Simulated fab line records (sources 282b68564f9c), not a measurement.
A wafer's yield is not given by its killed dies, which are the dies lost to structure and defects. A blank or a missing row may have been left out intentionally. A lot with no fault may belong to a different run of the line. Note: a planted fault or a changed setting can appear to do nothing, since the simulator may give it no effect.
The tool behind it: which one? ; flow rit cmos ; 14 lots with 42 wafers sampled at 3 steps, on a route of 202 steps

WHAT EACH GAUGE READ, for each wafer
RIT_M1_RS_MEAS_01: a four-point-probe measurement.
lot;measured;on;M1_AL_RS (ohm/sq)
L903;day 3 08:55;film metro-02;0.0728 0.0717 0.0730
L904;day 3 14:28;film metro-04;0.0733 0.0731 0.0733
L906;day 3 20:49;film metro-02;0.0716 0.0725 0.0725
L907;day 4 03:52;film metro-04;0.0726 0.0737 0.0739
L908;day 4 10:37;film metro-04;0.0726 0.0735 0.0733
L912;day 5 09:26;film metro-04;0.0737 0.0733 0.0738
L913;day 5 14:21;film metro-04;0.0754 0.0736 0.0746
L914;day 5 17:22;film metro-02;0.0730 0.0808 0.0729
L915;day 5 22:15;film metro-03;0.0738 0.0743 0.0736
L916;day 6 03:11;film metro-02;0.0824 0.0739 0.0732
L919;day 6 16:02;film metro-04;0.0728 0.0733 0.0727
L921;day 7 01:29;film metro-04;0.0723 0.0733 0.0724
L923;day 7 13:13;film metro-02;0.0755 0.0731 0.0754
L925;day 7 21:14;film metro-04;0.0727 0.0738 0.0741

RIT_M1_THK_MEAS_02: measures by xrf.
lot;measured;on;M1_AL_THK (nm)
L903;day 3 09:01;film metro-02;405 410 402
L904;day 3 14:35;film metro-04;404 403 403
L906;day 3 20:55;film metro-02;410 406 407
L907;day 4 03:59;film metro-04;404 399 397
L908;day 4 10:43;film metro-04;406 401 400
L912;day 5 09:32;film metro-04;399 399 399
L913;day 5 14:28;film metro-04;391 398 393
L914;day 5 17:29;film metro-02;404 369 401
L915;day 5 22:20;film metro-03;400 396 398
L916;day 6 03:17;film metro-02;357 393 398
L919;day 6 16:10;film metro-04;406 402 407
L921;day 7 01:37;film metro-04;412 407 410
L923;day 7 13:20;film metro-02;392 400 391
L925;day 7 21:21;film metro-04;408 403 401

WHICH TOOL RAN EACH LOT (tool, then ch and the chambers of the sampled wafers, then the start)
lot;RIT_M1_SPUTTER_00
L903;pvd sputter-01, day 3 08:35
L904;pvd sputter-03, day 3 14:09
L906;pvd sputter-03, day 3 20:29
L907;pvd sputter-01, day 4 03:34
L908;pvd sputter-03, day 4 10:18
L912;pvd sputter-03, day 5 09:07
L913;pvd sputter-04, day 5 14:04
L914;pvd sputter-03, day 5 17:05
L915;pvd sputter-01, day 5 21:53
L916;pvd sputter-03, day 6 02:52
L919;pvd sputter-01, day 6 15:45
L921;pvd sputter-01, day 7 01:11
L923;pvd sputter-01, day 7 12:55
L925;pvd sputter-01, day 7 20:56
- RIT_M1_SPUTTER_00: material Al, target thk 400 nm, time 500 s.

WHAT THE TOOLS THEMSELVES READ (means of the sampled wafers that have a number; where no wafer has one, the mark that the record gives instead)
RIT_M1_SPUTTER_00.
lot;tool;chamber pressure pa (Pa);throttle valve pct (%)
L903;pvd sputter-01;0.3996;29.3
L904;pvd sputter-03;0.4001;30.1
L906;pvd sputter-03;0.4001;30.1
L907;pvd sputter-01;0.3998;29.7
L908;pvd sputter-03;0.3992;30.0
L912;pvd sputter-03;0.3998;30.6
L913;pvd sputter-04;0.3986;29.9
L914;pvd sputter-03;0.4542;28.9
L915;pvd sputter-01;0.3998;29.3
L916;pvd sputter-03;0.4539;29.3
L919;pvd sputter-01;0.4000;29.7
L921;pvd sputter-01;0.3999;29.4
L923;pvd sputter-01;0.4000;29.5
L925;pvd sputter-01;0.3992;29.4

THE ANSWER, worked out from the rows above alone
Rule: usual is defined by the lots themselves. Put in order of their means at a reading, lots are off if they are a third of the lots or fewer, leave a main group of 4 or more, and stand apart from it by a gap of 3 or more times the standard deviation of the main group's means; of several such gaps the widest counts. A main group is skipped when, at the precision printed for the reading in the tables above, its means are all equal. A lot without any number at a reading at which 4 lots or more have one is off too. Any other lot the step has rows for is counted as sound. The gauges are gone through in route order, then the tools' own readings, and for those a lot's mean is taken as printed above. At the first step where some lot is off, the reading lying furthest off is the one used; lots without a number count as furthest.
Off at RIT_M1_SPUTTER_00 (chamber pressure pa): L914, L916. For the main group the mean is 0.3997 Pa and the standard deviation 0.00044.
If a tool, at that step or one of the process steps before it, ran each lot that is off and ran no sound lot following the first of them, it fits. One fits: RIT_M1_SPUTTER_00 on pvd sputter-03. Its last sound lot is L912 (day 5 09:07), its first lot that is off L914 (day 5 17:05): a fault that began between those two fits.
The tool's own readings at RIT_M1_SPUTTER_00 bear it out: on the lots that are off they differ by more than 5 times the standard deviation of the sound lots' means. chamber pressure pa reads 0.4541 Pa there against 0.3997 Pa on the sound lots.

WHAT WAS PUT IN BY THE SIMULATOR
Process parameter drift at RIT_M1_SPUTTER_00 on pvd sputter-03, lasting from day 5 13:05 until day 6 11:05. Setting chamber pressure pa, moved by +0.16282, from 0.4. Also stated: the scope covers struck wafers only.
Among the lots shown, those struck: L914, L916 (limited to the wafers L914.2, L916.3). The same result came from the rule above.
